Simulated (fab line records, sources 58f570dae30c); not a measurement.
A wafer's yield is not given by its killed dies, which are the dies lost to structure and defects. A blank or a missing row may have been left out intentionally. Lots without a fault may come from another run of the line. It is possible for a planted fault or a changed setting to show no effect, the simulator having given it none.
Which tool was responsible? || flow berkeley_cmos170 || 14 lots, 41 wafers sampled, at 3 steps of a route of 331

== WHAT THE GAUGES SHOWED, per wafer ==
UCB170_PLDD_TW_MEAS_11.
{"lot": "L672", "measured": "day 8 07:24", "on": "film_metro-01", "PLDD_TW": "1014 1013 1018"}
{"lot": "L673", "measured": "day 8 07:39", "on": "film_metro-01", "PLDD_TW": "1017 1013 1018"}
{"lot": "L676", "measured": "day 8 15:22", "on": "film_metro-01", "PLDD_TW": "1015 1016 1018"}
{"lot": "L675", "measured": "day 8 15:37", "on": "film_metro-04", "PLDD_TW": "1001 1003 1003"}
{"lot": "L677", "measured": "day 9 05:34", "on": "film_metro-02", "PLDD_TW": "1017 1007 1010"}
{"lot": "L679", "measured": "day 9 19:06", "on": "film_metro-02", "PLDD_TW": "1014 1010 1011"}
{"lot": "L678", "measured": "day 9 19:42", "on": "film_metro-04", "PLDD_TW": "1056 1060 1061 1062 1061 1058"}
{"lot": "L682", "measured": "day 10 18:29", "on": "film_metro-01", "PLDD_TW": "1076 1080 1081 1076"}
{"lot": "L685", "measured": "day 10 18:42", "on": "film_metro-04", "PLDD_TW": "1005 998 998"}
{"lot": "L684", "measured": "day 10 18:56", "on": "film_metro-02", "PLDD_TW": "1008 1007 1010"}
{"lot": "L688", "measured": "day 11 03:17", "on": "film_metro-02", "PLDD_TW": "1016 1009 1018"}
{"lot": "L690", "measured": "day 11 09:40", "on": "film_metro-01", "PLDD_TW": "1024 1021 1022"}
{"lot": "L689", "measured": "day 11 09:56", "on": "film_metro-04", "PLDD_TW": "1003 1003 1003"}
{"lot": "L692", "measured": "day 12 09:29", "on": "film_metro-01", "PLDD_TW": "1018 1014 1017"}

UCB170_SDANNEAL_RS_MEAS_04: uses a four-point probe to measure.
{"lot": "L672", "measured": "day 8 22:14", "on": "film_metro-02", "PLDD_RS (ohm/sq)": "1034.6 1034.2 1033.9"}
{"lot": "L673", "measured": "day 8 21:38", "on": "film_metro-04", "PLDD_RS (ohm/sq)": "1026.6 1028.4 1027.6"}
{"lot": "L676", "measured": "day 9 04:51", "on": "film_metro-04", "PLDD_RS (ohm/sq)": "1029.9 1029.4 1029.7"}
{"lot": "L675", "measured": "day 9 05:04", "on": "film_metro-02", "PLDD_RS (ohm/sq)": "1033.6 1034.9 1033.5"}
{"lot": "L677", "measured": "day 9 21:14", "on": "film_metro-02", "PLDD_RS (ohm/sq)": "1032.5 1037.1 1035.4"}
{"lot": "L679", "measured": "day 10 08:28", "on": "film_metro-01", "PLDD_RS (ohm/sq)": "1027.9 1031.3 1028.2"}
{"lot": "L678", "measured": "day 10 08:56", "on": "film_metro-04", "PLDD_RS (ohm/sq)": "882.4 880.6 884.3 881.3 881.2 883.0"}
{"lot": "L682", "measured": "day 11 08:10", "on": "film_metro-04", "PLDD_RS (ohm/sq)": "885.6 883.6 886.2 883.0"}
{"lot": "L685", "measured": "day 11 08:38", "on": "film_metro-02", "PLDD_RS (ohm/sq)": "1032.9 1034.2 1032.0"}
{"lot": "L684", "measured": "day 11 08:28", "on": "film_metro-01", "PLDD_RS (ohm/sq)": "1027.9 1029.6 1027.4"}
{"lot": "L688", "measured": "day 11 16:17", "on": "film_metro-01", "PLDD_RS (ohm/sq)": "1032.8 1031.8 1033.1"}
{"lot": "L690", "measured": "day 11 23:46", "on": "film_metro-01", "PLDD_RS (ohm/sq)": "1024.7 1029.2 1026.0"}
{"lot": "L689", "measured": "day 11 23:35", "on": "film_metro-02", "PLDD_RS (ohm/sq)": "1032.3 1034.7 1034.8"}
{"lot": "L692", "measured": "day 12 22:57", "on": "film_metro-02", "PLDD_RS (ohm/sq)": "1026.3 1029.2 1026.6"}

== WHICH TOOL RAN EACH LOT (tool, then ch and the chambers of the sampled wafers, then the start) ==
{"lot": "L672", "UCB170_PLDD_IMPLANT_08": "implanter-01 ch 0, day 8 07:02"}
{"lot": "L673", "UCB170_PLDD_IMPLANT_08": "implanter-04 ch 0, day 8 07:15"}
{"lot": "L676", "UCB170_PLDD_IMPLANT_08": "implanter-04 ch 0, day 8 14:58"}
{"lot": "L675", "UCB170_PLDD_IMPLANT_08": "implanter-01 ch 0, day 8 15:13"}
{"lot": "L677", "UCB170_PLDD_IMPLANT_08": "implanter-02 ch 0, day 9 05:11"}
{"lot": "L679", "UCB170_PLDD_IMPLANT_08": "implanter-04 ch 0, day 9 18:43"}
{"lot": "L678", "UCB170_PLDD_IMPLANT_08": "implanter-04 ch 0, day 9 19:19"}
{"lot": "L682", "UCB170_PLDD_IMPLANT_08": "implanter-04 ch 0, day 10 18:05"}
{"lot": "L685", "UCB170_PLDD_IMPLANT_08": "implanter-02 ch 0, day 10 18:18"}
{"lot": "L684", "UCB170_PLDD_IMPLANT_08": "implanter-01 ch 0, day 10 18:32"}
{"lot": "L688", "UCB170_PLDD_IMPLANT_08": "implanter-02 ch 0, day 11 02:51"}
{"lot": "L690", "UCB170_PLDD_IMPLANT_08": "implanter-02 ch 0, day 11 09:16"}
{"lot": "L689", "UCB170_PLDD_IMPLANT_08": "implanter-01 ch 0, day 11 09:32"}
{"lot": "L692", "UCB170_PLDD_IMPLANT_08": "implanter-02 ch 0, day 12 09:04"}
- UCB170_PLDD_IMPLANT_08

== WHAT THE TOOLS THEMSELVES READ (means of the sampled wafers that have a number; where no wafer has one, the mark that the record gives instead) ==
UCB170_PLDD_IMPLANT_08.
{"lot": "L672", "tool": "implanter-01", "beam_on_s (s)": 9.66, "dose_ions_cm2": 5e+13}
{"lot": "L673", "tool": "implanter-04", "beam_on_s (s)": 10.01, "dose_ions_cm2": 5e+13}
{"lot": "L676", "tool": "implanter-04", "beam_on_s (s)": 10.15, "dose_ions_cm2": 5e+13}
{"lot": "L675", "tool": "implanter-01", "beam_on_s (s)": 10.19, "dose_ions_cm2": 5e+13}
{"lot": "L677", "tool": "implanter-02", "beam_on_s (s)": 9.98, "dose_ions_cm2": 5e+13}
{"lot": "L679", "tool": "implanter-04", "beam_on_s (s)": 10.19, "dose_ions_cm2": 5e+13}
{"lot": "L678", "tool": "implanter-04", "beam_on_s (s)": 13.73, "dose_ions_cm2": 7e+13}
{"lot": "L682", "tool": "implanter-04", "beam_on_s (s)": 13.76, "dose_ions_cm2": 7e+13}
{"lot": "L685", "tool": "implanter-02", "beam_on_s (s)": 9.83, "dose_ions_cm2": 5e+13}
{"lot": "L684", "tool": "implanter-01", "beam_on_s (s)": 10.14, "dose_ions_cm2": 5e+13}
{"lot": "L688", "tool": "implanter-02", "beam_on_s (s)": 10.08, "dose_ions_cm2": 5e+13}
{"lot": "L690", "tool": "implanter-02", "beam_on_s (s)": 9.94, "dose_ions_cm2": 5e+13}
{"lot": "L689", "tool": "implanter-01", "beam_on_s (s)": 9.95, "dose_ions_cm2": 5e+13}
{"lot": "L692", "tool": "implanter-02", "beam_on_s (s)": 10.09, "dose_ions_cm2": 5e+13}

== THE ANSWER, worked out from the rows above alone ==
Rule: the lots themselves supply what counts as usual. The widest of any qualifying gaps counts: lots, ordered by their means at a reading, are off when they make up no more than a third of the lots, leave a main group of 4 or more, and stand apart from it by 3 or more times the standard deviation of that group's means. If all means in a main group match to the digits the tables above print for the reading, that group is not used. A lot without any number at a reading at which 4 lots or more have one is off too. Any other lot the step has rows for is counted as sound. The gauges are gone through in route order, then the tools' own readings, and for those a lot's mean is taken as printed above. At the first step where some lot is off, the reading lying furthest off is the one used; lots without a number count as furthest.
Off: L678, L682, at UCB170_PLDD_TW_MEAS_11 (PLDD_TW). For the main group the mean is 1011 and the standard deviation 6.4.
If a tool, at a process step before that reading, ran all the lots that are off and no sound lot after the first of them, it fits. The gauges at UCB170_PLDD_TW_MEAS_11 aren't tried: what is off there is off at UCB170_PLDD_IMPLANT_08 too, on other tools, and a gauge's error can't cause that. One fits: implanter-04 at UCB170_PLDD_IMPLANT_08. A fault onset in the window from L679 (day 9 18:43, its last sound lot) to L678 (day 9 19:19, its first lot off) fits.
The tool's own readings at UCB170_PLDD_IMPLANT_08 bear it out: on the lots that are off they differ by more than 5 times the standard deviation of the sound lots' means. beam_on_s reads 13.75 s there against 10.02 s on the sound lots; dose_ions_cm2 reads 7e+13 there against 5e+13 on the sound lots.

== WHAT THE SIMULATOR HAD INSERTED ==
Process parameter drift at UCB170_PLDD_IMPLANT_08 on implanter-04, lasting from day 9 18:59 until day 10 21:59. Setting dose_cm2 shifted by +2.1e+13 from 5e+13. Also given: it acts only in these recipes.
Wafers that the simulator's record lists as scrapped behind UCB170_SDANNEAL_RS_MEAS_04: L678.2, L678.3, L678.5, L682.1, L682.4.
Lots struck among those shown: L678, L682. The rule given above showed the same thing.
